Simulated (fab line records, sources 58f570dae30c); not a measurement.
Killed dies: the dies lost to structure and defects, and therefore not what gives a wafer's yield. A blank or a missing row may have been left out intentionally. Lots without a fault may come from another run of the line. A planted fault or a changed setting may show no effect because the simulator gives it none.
Split-lot experiment ; flow berkeleyCmos170 ; route with 331 steps; 5 lots, 27 wafers read

ABOUT THE SPLIT
At UCB170_START_OXIDATION_02 (target thk 20 nm, ox time 1800 s), the setting oxTimeS was moved away from the recipe's 1800 s on 18 of the 27 wafers read, by +28.5% to +39.1%. For the rest of the wafers, this setting stayed at what the recipe calls for.

No step appears in the file between the split and the reading.

THE READING
START_OXIDE_THK, in nm, at UCB170_START_THK_MEAS_03. Fault-free wafers of this fab line usually give 20.1 nm, standard deviation 0.32 nm.

wafer;tool, chamber at the split;oxTimeS as run, s;against the recipe;START_OXIDE_THK, nm;against lot-mates on the recipe
L078.2;furnace-01, 0;1800;recipe;19.6;-
L078.3;furnace-01, 0;1800;recipe;19.8;-
L078.5;furnace-01, 0;1800;recipe;19.7;-
L080.1;-, -;2503;+39.1%;25.0;no lot-mate on the recipe
L080.2;-, -;2503;+39.1%;24.7;no lot-mate on the recipe
L080.3;-, -;2503;+39.1%;25.4;no lot-mate on the recipe
L080.4;-, -;2503;+39.1%;25.2;no lot-mate on the recipe
L080.5;-, -;2503;+39.1%;25.1;no lot-mate on the recipe
L080.6;-, -;2503;+39.1%;25.1;no lot-mate on the recipe
L081.1;-, -;2313;+28.5%;24.1;no lot-mate on the recipe
L081.2;-, -;2313;+28.5%;23.7;no lot-mate on the recipe
L081.3;-, -;2313;+28.5%;23.9;no lot-mate on the recipe
L081.4;-, -;2313;+28.5%;23.7;no lot-mate on the recipe
L081.5;-, -;2313;+28.5%;24.1;no lot-mate on the recipe
L081.6;-, -;2313;+28.5%;24.0;no lot-mate on the recipe
L082.1;-, -;1800;recipe;19.7;-
L082.2;-, -;1800;recipe;19.6;-
L082.3;-, -;1800;recipe;19.9;-
L082.4;-, -;1800;recipe;20.0;-
L082.5;-, -;1800;recipe;19.9;-
L082.6;-, -;1800;recipe;20.0;-
L085.1;-, -;2424;+34.7%;24.2;no lot-mate on the recipe
L085.2;-, -;2424;+34.7%;23.6;no lot-mate on the recipe
L085.3;-, -;2424;+34.7%;24.3;no lot-mate on the recipe
L085.4;-, -;2424;+34.7%;24.2;no lot-mate on the recipe
L085.5;-, -;2424;+34.7%;24.5;no lot-mate on the recipe
L085.6;-, -;2424;+34.7%;24.2;no lot-mate on the recipe

FIT RESULTS
A straight line over all 27 wafers: START_OXIDE_THK changes by +0.133 nm for each +1% of oxTimeS; r = +0.99; the points scatter about the line by 0.29 nm.
Too few moved wafers have a lot-mate on the recipe to fit a line with each lot's own level taken away.

THE WHOLE CHAIN: every reading that the file lists as answering this split, in the file's order
step;what it does;reading;change (the file's fit);r (the file's)
UCB170_START_OXIDATION_02;target thk 20 nm, ox time 1800 s;SiO2_of_START_OXIDATION_02.thkNm (the simulator's own value, which no gauge read);+0.133 nm for each +1% of the setting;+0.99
UCB170_START_THK_MEAS_03;;START_OXIDE_THK;+0.133 for each +1% of the setting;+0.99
UCB170_M3_PROBE_99;;etest.ppolyLine.lineOhmUm (the simulator's own value, which no gauge read);+21 for each +1% of the setting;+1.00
UCB170_M3_PROBE_99;;etest.npolyLine.lineOhmUm (the simulator's own value, which no gauge read);+15.1 for each +1% of the setting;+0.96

THE FILE'S OWN FIT
START_OXIDE_THK changes by +0.133 nm for each +1% of oxTimeS, r = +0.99.
